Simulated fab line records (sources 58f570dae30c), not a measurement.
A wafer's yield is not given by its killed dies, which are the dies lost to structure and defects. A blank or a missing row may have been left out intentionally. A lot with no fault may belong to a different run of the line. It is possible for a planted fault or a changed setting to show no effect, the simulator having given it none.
The tool behind it: which one? -- flow berkeley cmos170 -- 11 lots with 33 wafers sampled at 4 steps, on a route of 331 steps

## WHAT THE GAUGES READ, wafer by wafer
UCB170_M1_CD_MEAS_90 targets a cd of 700 nm.
lot,measured,on,cd nm (nm)
L649,day 9 00:33,cd sem-01,692.6 691.0 689.7
L654,day 9 16:37,cd sem-01,692.1 691.5 690.9
L659,day 10 22:42,cd sem-02,697.7 699.7 698.6
L663,day 11 13:28,cd sem-02,699.4 696.7 696.9
L660,day 11 15:11,cd sem-01,701.3 700.9 701.8
L664,day 13 03:56,cd sem-02,701.5 700.3 704.7
L665,day 13 04:10,cd sem-02,699.6 699.2 698.9
L666,day 13 14:01,cd sem-01,699.0 698.4 698.7
L667,day 13 14:20,cd sem-02,701.0 701.2 702.1
L669,day 13 19:38,cd sem-01,698.1 697.3 697.8
L668,day 13 20:44,cd sem-01,700.2 699.0 698.8

## EACH LOT AND THE TOOL THAT RAN IT (in order: tool; ch and the chambers of the sampled wafers; start)
lot,UCB170_CONTACT_STRIP_19,UCB170_M1_METAL_ETCH_12,UCB170_M1_STRIP_13
L649,"plasma asher-02 ch 0,1, day 8 22:30","rie metal-03 ch 0,1, day 9 00:19","plasma asher-02 ch 0,1, day 9 00:27"
L654,"plasma asher-01 ch 0,1, day 9 14:41","rie metal-03 ch 0,1, day 9 16:23","plasma asher-02 ch 0,1, day 9 16:31"
L659,"plasma asher-02 ch 0,1, day 10 20:19","rie metal-02 ch 0,1, day 10 22:24","plasma asher-01 ch 0,1, day 10 22:32"
L663,"plasma asher-02 ch 0,1, day 11 11:15","rie metal-01 ch 0,1, day 11 13:13","plasma asher-03 ch 0,1, day 11 13:20"
L660,"plasma asher-04 ch 0,1, day 11 13:08","rie metal-02 ch 0,1, day 11 14:56","plasma asher-03 ch 0,1, day 11 15:04"
L664,"plasma asher-04 ch 0,1, day 12 21:58","rie metal-03 ch 0,1, day 13 03:41","plasma asher-01 ch 0,1, day 13 03:49"
L665,"plasma asher-01 ch 0,1, day 12 22:14","rie metal-02 ch 0,1, day 13 03:55","plasma asher-03 ch 0,1, day 13 04:04"
L666,"plasma asher-04 ch 0,1, day 13 12:02","rie metal-03 ch 0, day 13 13:47","plasma asher-02 ch 0,1, day 13 13:55"
L667,"plasma asher-01 ch 0,1, day 13 12:07","rie metal-02 ch 0,1, day 13 14:06","plasma asher-03 ch 0,1, day 13 14:14"
L669,"plasma asher-02 ch 0,1, day 13 17:17","rie metal-03 ch 0,1, day 13 19:22","plasma asher-02 ch 0,1, day 13 19:29"
L668,"plasma asher-04 ch 0,1, day 13 18:22","rie metal-02 ch 0,1, day 13 20:30","plasma asher-03 ch 0,1, day 13 20:38"
- UCB170_CONTACT_STRIP_19: strips in O2.
- UCB170_M1_METAL_ETCH_12: etches Al in Cl2/BCl3, stops on PSG, target depth 780 nm, time 130 s.
- UCB170_M1_STRIP_13: strips in O2.

## THE ANSWER, worked out from the rows above alone
Rule: the lots themselves supply what counts as usual. The widest of any qualifying gaps counts: lots, ordered by their means at a reading, are off when they make up no more than a third of the lots, leave a main group of 4 or more, and stand apart from it by 3 or more times the standard deviation of that group's means. The tables above print the reading to a certain number of digits; a main group whose means all agree to those digits is not used. Also off: a lot with no number at a reading for which 4 or more lots have one. The other lots that the step has rows for count as sound.
Off, at UCB170_M1_CD_MEAS_90 on cd nm: L649, L654. The main group has a mean of 699.6 nm with a standard deviation of 1.6.
If a tool, at a process step before that reading, ran all the lots that are off and no sound lot after the first of them, it fits. Gauges at UCB170_M1_CD_MEAS_90: tried the same way as those tools. Not one of the candidates tried fits.

## WHAT THE SIMULATOR HAD INSERTED
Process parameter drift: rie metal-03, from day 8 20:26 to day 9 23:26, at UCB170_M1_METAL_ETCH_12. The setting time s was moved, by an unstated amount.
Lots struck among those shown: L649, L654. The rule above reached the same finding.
